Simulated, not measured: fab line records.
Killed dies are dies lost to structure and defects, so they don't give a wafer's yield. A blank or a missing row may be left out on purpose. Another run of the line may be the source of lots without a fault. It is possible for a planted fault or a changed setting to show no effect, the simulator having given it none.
Comparing a struck lot with a sound one / flow ritCmos / 32 steps out of a route of 202
Sound: the wafers L251.2, L251.3, L251.6. Struck: wafers L244.1, L244.3, L244.4. Last of all comes the cause.
At each step with rows: each side's tool, then ch and its chambers, then its first start. Under that, the readings that differ: sound wafers / struck wafers / difference of the means / sigmas: that difference in standard deviations of wafers without a fault.
alike: readings whose means differ by less than 2 such deviations, and words and numbers that are the same on both sides. not compared: withheld readings, readings that some wafer has no value for, bounds like >300 that may hide the same value, and numbers for which the record gives no deviation and whose values overlap.
The two part at a step that has a row with sigmas, a row that says differs or no value, or rows on one side only. Numbers that don't overlap but have no deviation are shown without sigmas and don't part them. A reading missing from all wafers of one side parts the sides only when that side holds two or more wafers.

RIT_ACTIVE_BOW_MEAS_00:
  sound on filmMetro-02, day 4 18:01; struck on filmMetro-04, day 3 07:00
  alike: INCOMING_BOW
RIT_ACTIVE_OXIDATION_01: target thk 46.8 nm, ox time 3360 s.
  sound on furnace-04 ch 0, day 4 18:14; struck on furnace-01 ch 0, day 3 08:41
  alike: spikeTcSourceC
RIT_ACTIVE_THK_MEAS_02:
  sound on filmMetro-01, day 4 20:11; struck on filmMetro-02, day 3 10:37
  alike: ACTIVE_OXIDE_THK
then, 1 step without rows for these wafers: RIT_ACTIVE_CVD_03 (deposits Si3N4 from SiH2Cl2/NH3, target thk 150 nm, time 1500 s).
RIT_ACTIVE_THK_MEAS_04:
  sound on filmMetro-02, day 4 22:43; struck on filmMetro-04, day 3 12:05
  alike: ACTIVE_NITRIDE_THK
then, 6 steps without rows for these wafers: RIT_ACTIVE_HMDS_05 (prime time 60 s); RIT_ACTIVE_COAT_06 (resist thk 1000 nm); RIT_ACTIVE_SOFTBAKE_07 (time 60 s); RIT_ACTIVE_EXPOSE_08 (exposes mask M1, target cd 1400 nm); RIT_ACTIVE_PEB_09; RIT_ACTIVE_DEVELOP_10 (develop time 50 s).
RIT_ACTIVE_CD_MEAS_11: target cd 1400 nm.
  sound on cdSem-01, day 4 23:47; struck on cdSem-02, day 3 13:00
reading=cdNm (nm); sound=1397.1 1397.4 1398.2; struck=1405.1 1404.1 1402.8; difference=+6.4; sigmas=+3
then, 1 step without rows for these wafers: RIT_ACTIVE_HARDBAKE_12 (time 60 s).
RIT_ACTIVE_ETCH_13: etches Si3N4 in SF6, stops on SiO2, time 210 s, target depth 210 nm.
  sound on rieDiel-03 ch 1,2,3, day 5 00:02; struck on rieDiel-04 ch 1,2,3, day 3 13:16
reading=rfFwdPowerW (W); sound=125.0 123.9 124.2; struck=125.3 124.6 125.6; difference=+0.8; sigmas=+2
  alike: drypumpMotorCurrentA, oesProductAu, throttleValvePct
  not compared: rfHoursCounterH
RIT_ACTIVE_STRIP_14: strips in O2, time 180 s.
  sound on plasmaAsher-03 ch 0,1, day 5 00:11; struck on plasmaAsher-02 ch 0,1, day 3 13:25
  alike: drypumpMotorCurrentA
  not compared: rfHoursCounterH
RIT_ACTIVE_CD_MEAS_90: target cd 1400 nm.
  sound on cdSem-02, day 5 00:22; struck on cdSem-02, day 3 13:35
reading=cdNm (nm); sound=1397.0 1397.7 1397.7; struck=1404.5 1404.5 1403.1; difference=+6.6; sigmas=+3
then, 4 steps without rows for these wafers: RIT_ACTIVE_CLEAN_15 (cleans in SC1, time 600 s); RIT_ACTIVE_CLEAN_16 (cleans in dHF, time 30 s); RIT_ACTIVE_CLEAN_17 (cleans in SC2, time 600 s); RIT_FOX1_OXIDATION_00 (target thk 350.7 nm, ox time 1130 s).
RIT_FOX1_THK_MEAS_01:
  sound on filmMetro-02, day 5 03:43; struck on filmMetro-01, day 3 15:34
  alike: FOX1_OXIDE_THK
then, 2 steps without rows for these wafers: RIT_FOX1_WET_ETCH_02 (etches SiO2 in BOE, target depth 350 nm, time 390 s); RIT_FOX2_OXIDATION_00 (target thk 350.7 nm, ox time 1130 s).
RIT_FOX2_THK_MEAS_01:
  sound on filmMetro-01, day 5 05:16; struck on filmMetro-01, day 3 17:03
  alike: FOX2_OXIDE_THK
then, 2 steps without rows for these wafers: RIT_FOX2_CLEAN_02 (cleans in dHF, time 180 s); RIT_FOX2_WET_ETCH_03 (etches Si3N4 in H3PO4, target depth 195 nm, time 2700 s).
RIT_FOX2_THK_MEAS_90:
  sound on filmMetro-04, day 5 06:09; struck on filmMetro-03, day 3 17:56
  alike: FIELD_OXIDE_LEFT_1_THK
then, 4 steps without rows for these wafers: RIT_NWELL_HMDS_00 (prime time 60 s); RIT_NWELL_COAT_01 (resist thk 1300 nm); RIT_NWELL_SOFTBAKE_02 (time 60 s); RIT_NWELL_EXPOSE_03 (exposes mask M2, target cd 43900 nm).
RIT_M1_PROBE_99:
  sound on prober-02, day 7 00:29; struck on prober-01, day 5 09:28
reading=hold; sound=- - -; struck=awaitDispo/3.4h/release awaitDispo/3.4h/release awaitDispo/3.4h/release; difference=no value on the sound wafers; sigmas=
reading=killedAtFrontEnd; sound=3 9 5; struck=101 89 91; difference=+88; sigmas=+28
reading=killedDies; sound=3 9 5; struck=101 89 91; difference=+88; sigmas=+28
reading=killedOnRim; sound=0 4 3; struck=28 25 26; difference=+24; sigmas=+17
  alike: killedOpen, killedShort

WHERE THEY PART
Earliest at RIT_ACTIVE_CD_MEAS_11; latest, in this record, at RIT_M1_PROBE_99.

WHY: the cause the simulator had injected
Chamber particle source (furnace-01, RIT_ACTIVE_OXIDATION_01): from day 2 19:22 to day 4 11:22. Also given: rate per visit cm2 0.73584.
